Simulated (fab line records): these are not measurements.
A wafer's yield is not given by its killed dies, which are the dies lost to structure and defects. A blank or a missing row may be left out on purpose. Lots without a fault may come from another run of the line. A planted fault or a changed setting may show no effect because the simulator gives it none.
fab line records ; flow rit-cmos
record: lots: 13; wafers: 39; last-day: 7
route steps=202 shown FOX2@24 GATE@85 PSD@145 SILICIDE@167 M1@202
lots that met no fault: from a run of the same line without faults
start-h: hours from the record's opening day to when the first of the lot's shown wafers began ; wait-h: time in hours since the lot's previous step ; " unchanged from the row above ; L1.1+2: a row that stands for several wafers ; - value missing, or start not given ; * or withheld: withheld ; < > ~ a bound
route shown NAME@n: names a module that has steps shown in the file, with the first one's number in the route ; usual: the fault-free wafers' mean and standard deviation ; same: alike in all rows ; chamber/n: place in a boat ; sites: per-site readings ; _std_site: standard deviation across them ; _edge_site: mean of outer sites minus mean of inner sites ; radius-mm: for every site, how far away it sits from the centre of the wafer ; mask NAME#n: copy n ; behind: tool/chamber where the wafer was last shaped ; hold: reason for holding the lot/hours on hold/outcome of the hold ; device: names the non-switching transistor (n, p or np) ; end of line: the tests these same wafers got at the end of their route ; a step with no rows: only its recipe ; killed: dies lost to structure and defects at the first sort, not the wafer's yield ; map: shows each die of a wafer: x if killed, . if not, _ if none is there
set.NAME: the setting as run; set.NAME@STEP: as run at that earlier step ; model.NAME: the simulator's own value behind a step, which no gauge read
route steps across a sampled set of lots; one table per step, one row per wafer
services: when a tool's chamber went out of use (start-h, in hours from the record's first day, below 0 if earlier), for how many hours, and the reason
== steps ==
step: RIT_FOX2_THK_MEAS_01
recipe: reads: SiO2_of_FOX2_OXIDATION_00
usual: FOX2_OXIDE_THK: 351/8.5
lot.wafer;tool;chamber;start-h;wait-h;FOX2_OXIDE_THK[nm]
L661.1;film-metro-03;-;35.59;0.0;346
L661.3;film-metro-03;-;35.59;0.0;345
L661.6;film-metro-03;-;35.59;0.0;351
L663.1;film-metro-03;-;44.99;0.0;358
L663.5;film-metro-03;-;44.99;0.0;356
L663.6;film-metro-03;-;44.99;0.0;356
L665.1;film-metro-02;-;51.75;0.0;350
L665.2;film-metro-02;-;51.75;0.0;360
L665.6;film-metro-02;-;51.75;0.0;354
L664.2;film-metro-03;-;51.76;0.0;343
L664.3;film-metro-03;-;51.76;0.0;348
L664.5;film-metro-03;-;51.76;0.0;346
L666.2;film-metro-03;-;56.16;0.0;362
L666.3;film-metro-03;-;56.16;0.0;362
L666.5;film-metro-03;-;56.16;0.0;358
L667.3;film-metro-01;-;56.17;0.0;367
L667.4;film-metro-01;-;56.17;0.0;367
L667.5;film-metro-01;-;56.17;0.0;369
L670.2;film-metro-02;-;69.70;0.0;362
L670.3;film-metro-02;-;69.70;0.0;361
L670.5;film-metro-02;-;69.70;0.0;368
L672.2;film-metro-02;-;81.73;0.0;349
L672.5;film-metro-02;-;81.73;0.0;346
L672.6;film-metro-02;-;81.73;0.0;349
L673.2;film-metro-01;-;85.85;0.0;345
L673.5;film-metro-01;-;85.85;0.0;350
L673.6;film-metro-01;-;85.85;0.0;350
L679.2;film-metro-02;-;115.92;0.0;345
L679.4;film-metro-02;-;115.92;0.0;347
L679.5;film-metro-02;-;115.92;0.0;355
L680.3;film-metro-01;-;119.20;0.0;350
L680.4;film-metro-01;-;119.20;0.0;349
L680.6;film-metro-01;-;119.20;0.0;345
L681.1;film-metro-01;-;130.67;0.0;356
L681.4;film-metro-01;-;130.67;0.0;355
L681.6;film-metro-01;-;130.67;0.0;359
L682.1;film-metro-02;-;132.58;0.0;349
L682.2;film-metro-02;-;132.58;0.0;350
L682.6;film-metro-02;-;132.58;0.0;351
step: RIT_GATE_THK_MEAS_09
recipe: reads: poly-Si_of_GATE_CVD_08
usual: GATE_POLY_THK: 250.4/2.5
lot.wafer;tool;chamber;start-h;wait-h;GATE_POLY_THK[nm]
L661.1;film-metro-01;-;61.18;0.0;252.5
L661.3;film-metro-01;-;61.18;0.0;250.7
L661.6;film-metro-01;-;61.18;0.0;252.7
L663.1;film-metro-03;-;66.22;0.0;249.5
L663.5;film-metro-03;-;66.22;0.0;247.0
L663.6;film-metro-03;-;66.22;0.0;249.7
L665.1;film-metro-03;-;70.71;0.0;247.9
L665.2;film-metro-03;-;70.71;0.0;247.2
L665.6;film-metro-03;-;70.71;0.0;248.4
L664.2;film-metro-02;-;71.63;0.0;249.4
L664.3;film-metro-02;-;71.63;0.0;248.5
L664.5;film-metro-02;-;71.63;0.0;249.3
L666.2;film-metro-03;-;79.08;0.0;250.8
L666.3;film-metro-03;-;79.08;0.0;249.7
L666.5;film-metro-03;-;79.08;0.0;250.7
L667.3;film-metro-02;-;79.09;0.0;250.6
L667.4;film-metro-02;-;79.09;0.0;251.1
L667.5;film-metro-02;-;79.09;0.0;249.5
L670.2;film-metro-01;-;91.18;0.0;252.7
L670.3;film-metro-01;-;91.18;0.0;252.2
L670.5;film-metro-01;-;91.18;0.0;249.9
L672.2;film-metro-02;-;101.86;0.0;248.1
L672.5;film-metro-02;-;101.86;0.0;248.9
L672.6;film-metro-02;-;101.86;0.0;248.6
L673.2;film-metro-03;-;104.71;0.0;249.6
L673.5;film-metro-03;-;104.71;0.0;249.0
L673.6;film-metro-03;-;104.71;0.0;250.2
L679.2;film-metro-02;-;136.76;0.0;254.9
L679.4;film-metro-02;-;136.76;0.0;255.8
L679.5;film-metro-02;-;136.76;0.0;253.2
L680.3;film-metro-03;-;137.02;0.0;246.6
L680.4;film-metro-03;-;137.02;0.0;248.9
L680.6;film-metro-03;-;137.02;0.0;247.8
L681.1;film-metro-01;-;151.30;0.0;250.7
L681.4;film-metro-01;-;151.30;0.0;249.6
L681.6;film-metro-01;-;151.30;0.0;251.4
L682.1;film-metro-03;-;151.30;0.0;253.4
L682.2;film-metro-03;-;151.30;0.0;253.7
L682.6;film-metro-03;-;151.30;0.0;251.7
step: RIT_PSD_EXPOSE_03
recipe: mask-id: M10; na: 0.57; target-cd-nm: 40900; dose-mj: 250
lot.wafer;tool;chamber;start-h;wait-h;mask
L661.1+3+6;iline-stepper-02;0;75.45;0.2;M10#0
L663.1+5+6;iline-stepper-02;0;80.41;0.2;M10#0
L665.1+2+6;iline-stepper-01;0;85.25;0.2;M10#0
L664.2+3+5;iline-stepper-02;0;87.03;0.2;M10#0
L667.3+4+5;iline-stepper-02;0;91.68;0.1;M10#0
L666.2+3+5;iline-stepper-02;0;93.48;0.1;M10#0
L670.2+3+5;iline-stepper-02;0;105.31;0.2;M9#0
L672.2+5+6;iline-stepper-01;0;114.13;0.1;M10#0
L673.2+5+6;iline-stepper-01;0;119.70;0.1;M10#0
L679.2+4+5;iline-stepper-02;0;150.53;0.2;M10#0
L680.3+4+6;iline-stepper-02;0;151.11;0.1;M10#0
L681.1+4+6;iline-stepper-01;0;163.46;0.2;M10#0
L682.1+2+6;iline-stepper-02;0;164.79;0.2;M10#0
step: RIT_PSD_OVL_MEAS_06
usual: PSD_OVL: -0.1/1.5
lot.wafer;tool;chamber;start-h;wait-h;PSD_OVL[nm]
L661.1;overlay-02;-;75.85;-;-1.3
L661.3;overlay-02;-;75.85;-;-0.4
L661.6;overlay-02;-;75.85;-;-0.6
L663.1;overlay-01;-;80.89;-;-0.4
L663.5;overlay-01;-;80.89;-;-0.7
L663.6;overlay-01;-;80.89;-;-0.9
L665.1;overlay-02;-;85.65;-;2.3
L665.2;overlay-02;-;85.65;-;0.2
L665.6;overlay-02;-;85.65;-;0.3
L664.2;overlay-01;-;87.42;-;0.6
L664.3;overlay-01;-;87.42;-;-1.6
L664.5;overlay-01;-;87.42;-;-0.1
L667.3;overlay-02;-;92.26;-;1.8
L667.4;overlay-02;-;92.26;-;0.4
L667.5;overlay-02;-;92.26;-;-1.2
L666.2;overlay-02;-;93.87;-;-2.6
L666.3;overlay-02;-;93.87;-;-2.4
L666.5;overlay-02;-;93.87;-;-0.5
L670.2;overlay-01;-;105.70;-;-
L670.3;overlay-01;-;105.70;-;-
L670.5;overlay-01;-;105.70;-;-
L672.2;overlay-02;-;114.51;-;0.5
L672.5;overlay-02;-;114.51;-;1.0
L672.6;overlay-02;-;114.51;-;1.8
L673.2;overlay-01;-;120.15;-;-0.4
L673.5;overlay-01;-;120.15;-;-2.4
L673.6;overlay-01;-;120.15;-;1.2
L679.2;overlay-02;-;151.01;-;-3.1
L679.4;overlay-02;-;151.01;-;-2.3
L679.5;overlay-02;-;151.01;-;-1.8
L680.3;overlay-01;-;151.48;-;-1.0
L680.4;overlay-01;-;151.48;-;-1.8
L680.6;overlay-01;-;151.48;-;1.5
L681.1;overlay-01;-;163.86;-;4.4
L681.4;overlay-01;-;163.86;-;1.9
L681.6;overlay-01;-;163.86;-;3.5
L682.1;overlay-01;-;165.19;-;-1.3
L682.2;overlay-01;-;165.19;-;0.4
L682.6;overlay-01;-;165.19;-;0.4
step: RIT_PSD_TW_MEAS_10
usual: PSD_TW: 3420/15
lot.wafer;tool;chamber;start-h;wait-h;PSD_TW
L661.1;film-metro-03;-;76.36;0.1;3428
L661.3;film-metro-03;-;76.36;0.1;3412
L661.6;film-metro-03;-;76.36;0.1;3420
L663.1;film-metro-03;-;81.51;0.1;3414
L663.5;film-metro-03;-;81.51;0.1;3400
L663.6;film-metro-03;-;81.51;0.1;3410
L665.1;film-metro-02;-;86.28;0.1;3413
L665.2;film-metro-02;-;86.28;0.1;3404
L665.6;film-metro-02;-;86.28;0.1;3413
L664.2;film-metro-02;-;87.93;0.1;3434
L664.3;film-metro-02;-;87.93;0.1;3413
L664.5;film-metro-02;-;87.93;0.1;3420
L667.3;film-metro-03;-;92.78;0.1;3444
L667.4;film-metro-03;-;92.78;0.1;3445
L667.5;film-metro-03;-;92.78;0.1;3407
L666.2;film-metro-04;-;94.41;0.1;3389
L666.3;film-metro-04;-;94.41;0.1;3385
L666.5;film-metro-04;-;94.41;0.1;3398
L670.2;film-metro-02;-;106.22;0.1;30
L670.3;film-metro-02;-;106.22;0.1;30
L670.5;film-metro-02;-;106.22;0.1;30
L672.2;film-metro-02;-;115.03;0.1;3433
L672.5;film-metro-02;-;115.03;0.1;3432
L672.6;film-metro-02;-;115.03;0.1;3435
L673.2;film-metro-02;-;120.67;0.1;3423
L673.5;film-metro-02;-;120.67;0.1;3433
L673.6;film-metro-02;-;120.67;0.1;3429
L679.2;film-metro-04;-;151.53;0.1;3411
L679.4;film-metro-04;-;151.53;0.1;3403
L679.5;film-metro-04;-;151.53;0.1;3386
L680.3;film-metro-02;-;152.24;0.1;3410
L680.4;film-metro-02;-;152.24;0.1;3411
L680.6;film-metro-02;-;152.24;0.1;3426
L681.1;film-metro-02;-;164.37;0.1;3420
L681.4;film-metro-02;-;164.37;0.1;3417
L681.6;film-metro-02;-;164.37;0.1;3422
L682.1;film-metro-03;-;165.70;0.1;3414
L682.2;film-metro-03;-;165.70;0.1;3432
L682.6;film-metro-03;-;165.70;0.1;3437
step: RIT_SILICIDE_RTA_06
recipe: temp-c: 750; time-s: 10; idle-temp-c: 25; ramp-up-s: 5; ramp-down-s: 10; cool-to-c: 25; ambient: N2
usual: chamber-o2-ppm: 2.002/0.021; wafer_temp_C_max: 752.7/0.65
lot.wafer;tool;chamber;start-h;wait-h;chamber-o2-ppm;wafer_temp_C_max
L661.1;rtp-anneal-02;0;77.78;0.0;1.974;752.9
L661.3;rtp-anneal-02;0;77.78;0.0;2.018;752.3
L661.6;rtp-anneal-02;0;77.78;0.0;1.988;751.8
L663.1;rtp-anneal-02;0;82.93;0.0;1.975;752.6
L663.5;rtp-anneal-02;0;82.93;0.0;2.026;752.8
L663.6;rtp-anneal-02;0;82.93;0.0;1.981;752.4
L665.1;rtp-anneal-01;0;87.69;0.0;1.994;752.8
L665.2;rtp-anneal-01;0;87.69;0.0;2.007;753.9
L665.6;rtp-anneal-01;0;87.69;0.0;2.021;753.8
L664.2;rtp-anneal-02;0;89.35;0.0;2.021;752.2
L664.3;rtp-anneal-02;0;89.35;0.0;2.003;752.6
L664.5;rtp-anneal-02;0;89.35;0.0;2.022;752.6
L667.3;rtp-anneal-01;0;94.21;0.0;1.958;752.7
L667.4;rtp-anneal-01;0;94.21;0.0;2.011;753.0
L667.5;rtp-anneal-01;0;94.21;0.0;1.999;752.9
L666.2;rtp-anneal-02;0;95.86;0.0;2.008;752.1
L666.3;rtp-anneal-02;0;95.86;0.0;1.978;752.4
L666.5;rtp-anneal-02;0;95.86;0.0;2.021;751.6
L670.2;rtp-anneal-01;0;107.63;0.0;1.996;752.6
L670.3;rtp-anneal-01;0;107.63;0.0;2.038;752.4
L670.5;rtp-anneal-01;0;107.63;0.0;1.990;752.8
L672.2;rtp-anneal-01;0;116.46;0.0;1.992;752.4
L672.5;rtp-anneal-01;0;116.46;0.0;2.009;752.3
L672.6;rtp-anneal-01;0;116.46;0.0;1.999;753.9
L673.2;rtp-anneal-02;0;122.09;0.0;2.009;752.5
L673.5;rtp-anneal-02;0;122.09;0.0;2.011;752.1
L673.6;rtp-anneal-02;0;122.09;0.0;2.031;752.1
L679.2;rtp-anneal-01;0;152.95;0.0;1.965;752.9
L679.4;rtp-anneal-01;0;152.95;0.0;1.946;752.8
L679.5;rtp-anneal-01;0;152.95;0.0;1.998;752.3
L680.3;rtp-anneal-01;0;153.70;0.0;2.000;752.8
L680.4;rtp-anneal-01;0;153.70;0.0;1.991;752.7
L680.6;rtp-anneal-01;0;153.70;0.0;2.004;753.0
L681.1;rtp-anneal-02;0;165.78;0.0;2.012;752.7
L681.4;rtp-anneal-02;0;165.78;0.0;2.035;751.6
L681.6;rtp-anneal-02;0;165.78;0.0;1.993;752.2
L682.1;rtp-anneal-01;0;167.12;0.0;2.013;753.7
L682.2;rtp-anneal-01;0;167.12;0.0;2.023;751.8
L682.6;rtp-anneal-01;0;167.12;0.0;2.008;753.5
step: RIT_M1_PROBE_99
usual: killed_at_M0_to_M3: 0.0/0.14; killed-at-front-end: 7.3/2.8; killed-dies: 7.3/2.8; killed-on-rim: 1.9/1.3; killed-open: 3.8/1.9; killed-short: 3.5/1.8
same: gross-dies: 264; killed_at_M4_up: 0; killed-at-back-side: 0; killed-at-contacts: 0; killed-at-other: 0
lot.wafer;tool;chamber;start-h;wait-h;killed_at_M0_to_M3;killed-at-front-end;killed-dies;killed-on-rim;killed-open;killed-short
L667.3;prober-01;-;101.03;0.2;0;7;7;2;4;3
L667.4;prober-01;-;101.08;0.2;0;8;8;0;3;5
L667.5;prober-01;-;101.13;0.2;0;4;4;1;3;1
L670.2;prober-01;-;114.31;0.1;0;264;264;70;3;4
L670.3;prober-01;-;114.36;0.2;0;264;264;70;4;7
L670.5;prober-01;-;114.46;0.2;0;264;264;70;1;4
L673.2;prober-02;-;128.43;0.1;0;8;8;1;5;3
L673.5;prober-02;-;128.58;0.2;0;8;8;5;5;3
L673.6;prober-02;-;128.63;0.2;0;8;8;2;5;3
L679.2;prober-02;-;159.42;0.1;0;8;8;3;4;4
L679.4;prober-02;-;159.52;0.2;0;11;11;4;4;7
L679.5;prober-02;-;159.57;0.2;0;6;6;2;4;2
killed by level:class
L667.3 REOX:geometric-particle:open=2 FOX1:geometric-particle:open=1 FOX1:geometric-particle:short=1 FOX2:geometric-particle:short=1 GATE:geometric-particle:open=1 SPACER:geometric-particle:short=1
L667.4 FOX1:geometric-particle:short=3 FOX1:geometric-particle:open=1 GATE:geometric-particle:short=1 REOX:geometric-particle:open=1 SILICIDE:geometric-particle:open=1 SILICIDE:geometric-particle:short=1
L667.5 SILICIDE:geometric-particle:open=2 FOX1:geometric-particle:open=1 REOX:geometric-particle:short=1
L670.2 PSD:area-expose=257 GATE:geometric-particle:open=2 GATE:geometric-particle:short=2 REOX:geometric-particle:open=1 REOX:geometric-particle:short=1 SILICIDE:geometric-particle:short=1
L670.3 PSD:area-expose=253 GATE:geometric-particle:open=3 GATE:geometric-particle:short=2 REOX:geometric-particle:short=2 SILICIDE:geometric-particle:short=2 FOX1:geometric-particle:short=1 SILICIDE:geometric-particle:open=1
L670.5 PSD:area-expose=259 FOX2:geometric-particle:short=1 GATE:geometric-particle:short=1 REOX:geometric-particle:short=1 SILICIDE:geometric-particle:open=1 SILICIDE:geometric-particle:short=1
L673.2 REOX:geometric-particle:open=3 GATE:geometric-particle:open=2 REOX:geometric-particle:short=2 GATE:geometric-particle:short=1
L673.5 FOX1:geometric-particle:open=1 FOX2:geometric-particle:short=1 GATE:geometric-particle:open=1 GATE:geometric-particle:short=1 REOX:geometric-particle:short=1 REOX:geometric-particle:open=1 SPACER:geometric-particle:open=1 SILICIDE:geometric-particle:open=1
L673.6 REOX:geometric-particle:open=4 GATE:geometric-particle:short=2 GATE:geometric-particle:open=1 REOX:geometric-particle:short=1
L679.2 FOX1:geometric-particle:open=2 REOX:geometric-particle:short=2 GATE:geometric-particle:short=1 GATE:geometric-particle:open=1 SILICIDE:geometric-particle:open=1 SILICIDE:geometric-particle:short=1
L679.4 SILICIDE:geometric-particle:open=3 FOX1:geometric-particle:short=2 GATE:geometric-particle:short=2 SILICIDE:geometric-particle:short=2 FOX1:geometric-particle:open=1 REOX:geometric-particle:short=1
L679.5 FOX2:geometric-particle:open=2 FOX1:geometric-particle:open=1 FOX2:geometric-particle:short=1 GATE:geometric-particle:open=1 REOX:geometric-particle:short=1
== services ==
tool;chamber;start-h;hours;kind
iline-stepper-02;0;111.26;-;calibration
iline-stepper-01;-;115.01;3.7;repair
== key ==
first-sign: step: RIT_PSD_EXPOSE_03; reading: mask; direction: changed
effect: step: RIT_PSD_OVL_MEAS_06; reading: PSD_OVL; direction: missing
effect: step: RIT_PSD_TW_MEAS_10; reading: PSD_TW; direction: down; sigmas: 99+; usual: 3420; struck: 30
effect: step: RIT_M1_PROBE_99; reading: killed-at-front-end; direction: up; sigmas: 90; usual: 7.3; struck: 264
more-kills-born-at: RIT_PSD_EXPOSE_03@iline-stepper-02: 769
met-at RIT_PSD_EXPOSE_03
struck-lots L670
tester-left-out L670
not-acting-at RIT_FOX2_THK_MEAS_01,RIT_GATE_THK_MEAS_09,RIT_SILICIDE_RTA_06
onset-between 93.48 105.31
fault: kind: wrong-mask; tool: any; chamber: -; onset-h: 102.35; steps: RIT_PSD_EXPOSE_03; aux-copy: M9#0; scope: struck-lots-only
tester-left-out: of these lots the tester's yield and bins aren't shown, on N5 and GAA mostly nor the transistor test; their killed dies are dies lost to structure and defects alone, not to doping, threshold or leakage, so they don't give the yield
